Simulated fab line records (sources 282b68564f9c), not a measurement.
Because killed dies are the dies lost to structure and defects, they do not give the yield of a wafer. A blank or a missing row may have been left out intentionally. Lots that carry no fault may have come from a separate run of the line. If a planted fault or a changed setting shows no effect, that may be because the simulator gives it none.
A struck lot beside a sound one -- flow rit_cmos -- 43 out of 202 route steps
Sound: the wafers L383.1, L383.5, L383.6. Struck: wafer L389.4 (L389.1, L389.3, from the same lot, were not struck and are left out); the cause is given at the end.
For every step that has rows: the tool of each side, followed by ch and its chambers, followed by its first start. Under that, the readings that differ: sound wafers -- struck wafers -- difference of the means -- sigmas: that difference in standard deviations of wafers without a fault.
alike: words and numbers the same on both sides, and readings whose means are apart by under 2 such deviations; not compared: readings that were withheld, readings missing a value for some wafer, numbers with overlapping values and no deviation given by the record, and bounds like >300 which may hide the same value.
Wherever a step has rows on one side only, a row that says differs or no value, or a row with sigmas, the two part there. Numbers that don't overlap but have no deviation are shown without sigmas and don't part them. Lack of a reading on every wafer of one side parts them only where that side has two or more wafers.

first, 1 step without rows for these wafers: RIT_NRETRO_IMPLANT_08.
RIT_NRETRO_STRIP_09: strips in O2, time 180 s.
  sound on plasma_asher-01 ch 0,1, day 4 18:54; struck on plasma_asher-01 ch 0, day 6 02:17
  alike: drypump_motor_current_A
  not compared: rf_hours_counter_h
RIT_NRETRO_TW_MEAS_10:
  struck on film_metro-01, day 6 02:28; sound on film_metro-03, day 4 19:04
  alike: NRETRO_TW
then, 6 steps without rows for these wafers: RIT_PRETRO_HMDS_00 (prime time 60 s); RIT_PRETRO_COAT_01 (resist thk 1300 nm); RIT_PRETRO_SOFTBAKE_02 (time 60 s); RIT_PRETRO_EXPOSE_03 (exposes mask M5, target cd 43700 nm); RIT_PRETRO_PEB_04; RIT_PRETRO_DEVELOP_05 (develop time 68 s).
RIT_PRETRO_OVL_MEAS_06:
  struck on overlay-02, day 6 03:31; sound on overlay-01, day 4 20:08
  alike: PRETRO_OVL
then, 2 steps without rows for these wafers: RIT_PRETRO_HARDBAKE_07 (time 120 s); RIT_PRETRO_IMPLANT_08.
RIT_PRETRO_STRIP_09: strips in O2, time 180 s.
  sound on plasma_asher-02 ch 0,1, day 4 20:34; struck on plasma_asher-03 ch 1, day 6 03:57
  alike: drypump_motor_current_A
  not compared: rf_hours_counter_h
RIT_PRETRO_TW_MEAS_10:
  struck on film_metro-02, day 6 04:07; sound on film_metro-02, day 4 20:45
  alike: PRETRO_TW
then, 5 steps without rows for these wafers: RIT_GATE_WET_ETCH_00 (etches SiO2 in BOE, target depth 56 nm, time 60 s); RIT_GATE_CLEAN_01 (cleans in SC1, time 600 s); RIT_GATE_CLEAN_02 (cleans in dHF, time 30 s); RIT_GATE_CLEAN_03 (cleans in SC2, time 600 s); RIT_GATE_CLEAN_04 (cleans in dHF, time 60 s).
RIT_FOX2_THK_MEAS_91:
  struck on film_metro-02, day 6 04:36; sound on film_metro-01, day 4 21:15
  alike: FIELD_OXIDE_LEFT_2_THK
then, 2 steps without rows for these wafers: RIT_GATE_OXIDATION_05 (target thk 3 nm, ox time 270 s); RIT_GATE_ANNEAL_06 (time 600 s).
RIT_GATE_THK_MEAS_07:
  struck on film_metro-03, day 6 07:56; sound on film_metro-02, day 5 02:17
  alike: GATE_OXIDE_THK
then, 1 step without rows for these wafers: RIT_GATE_CVD_08 (deposits poly-Si from SiH4, target thk 250 nm, time 2220 s).
RIT_GATE_THK_MEAS_09:
  struck on film_metro-02, day 6 09:37; sound on film_metro-01, day 5 05:19
  alike: GATE_POLY_THK
then, 6 steps without rows for these wafers: RIT_GATE_HMDS_10 (prime time 60 s); RIT_GATE_COAT_11 (resist thk 850 nm); RIT_GATE_SOFTBAKE_12 (time 60 s); RIT_GATE_EXPOSE_13 (exposes mask M6, target cd 150 nm); RIT_GATE_PEB_14; RIT_GATE_DEVELOP_15 (develop time 50 s).
RIT_GATE_CD_MEAS_16 targets a cd of 150 nm.
  struck on cd_sem-02, day 6 10:40; sound on cd_sem-02, day 5 06:21
  alike: cd_nm
RIT_GATE_OVL_MEAS_17:
  struck on overlay-02, day 6 10:47; sound on overlay-01, day 5 06:28
  alike: GATE_OVL
then, 1 step without rows for these wafers: RIT_GATE_HARDBAKE_18 (time 60 s).
RIT_GATE_ETCH_19: etches poly-Si in SF6/CHF3/O2, stops on SiO2, time 165 s, target depth 312.5 nm.
  sound on rie_si-01 ch 1,2, day 5 06:40; struck on rie_si-01 ch 0, day 6 10:58
  alike: drypump_motor_current_A, oes_product_au, throttle_valve_pct
  not compared: rf_hours_counter_h
RIT_GATE_STRIP_20: strips in O2, time 180 s.
  sound on plasma_asher-03 ch 0,1, day 5 06:46; struck on plasma_asher-04 ch 1, day 6 11:04
  alike: drypump_motor_current_A
  not compared: rf_hours_counter_h
RIT_GATE_CD_MEAS_90 targets a cd of 150 nm.
  struck on cd_sem-01, day 6 11:15; sound on cd_sem-01, day 5 06:56
  alike: cd_nm
then, 4 steps without rows for these wafers: RIT_REOX_CLEAN_00 (cleans in SC1, time 600 s); RIT_REOX_CLEAN_01 (cleans in dHF, time 30 s); RIT_REOX_CLEAN_02 (cleans in SC2, time 600 s); RIT_REOX_OXIDATION_03 (target thk 25.2 nm, ox time 5580 s).
RIT_REOX_THK_MEAS_04:
  struck on film_metro-04, day 6 14:36; sound on film_metro-04, day 5 10:00
  alike: REOX_OXIDE_THK
RIT_M1_PROBE_99:
  struck on prober-02, day 7 08:34; sound on prober-02, day 6 02:31
reading,sound,struck,difference,sigmas
hold,- - -,await_dispo/3.3h/release,no value on the sound wafers,
killed_at_front_end,7 8 5,38,+31,+10
killed_dies,7 8 5,38,+31,+10
killed_on_rim,3 3 2,9,+6,+5
  alike: killed_at_contacts, killed_open, killed_short

== WHERE THEY PART ==
RIT_M1_PROBE_99 only, going by this record.

WHY: what the simulator had put in
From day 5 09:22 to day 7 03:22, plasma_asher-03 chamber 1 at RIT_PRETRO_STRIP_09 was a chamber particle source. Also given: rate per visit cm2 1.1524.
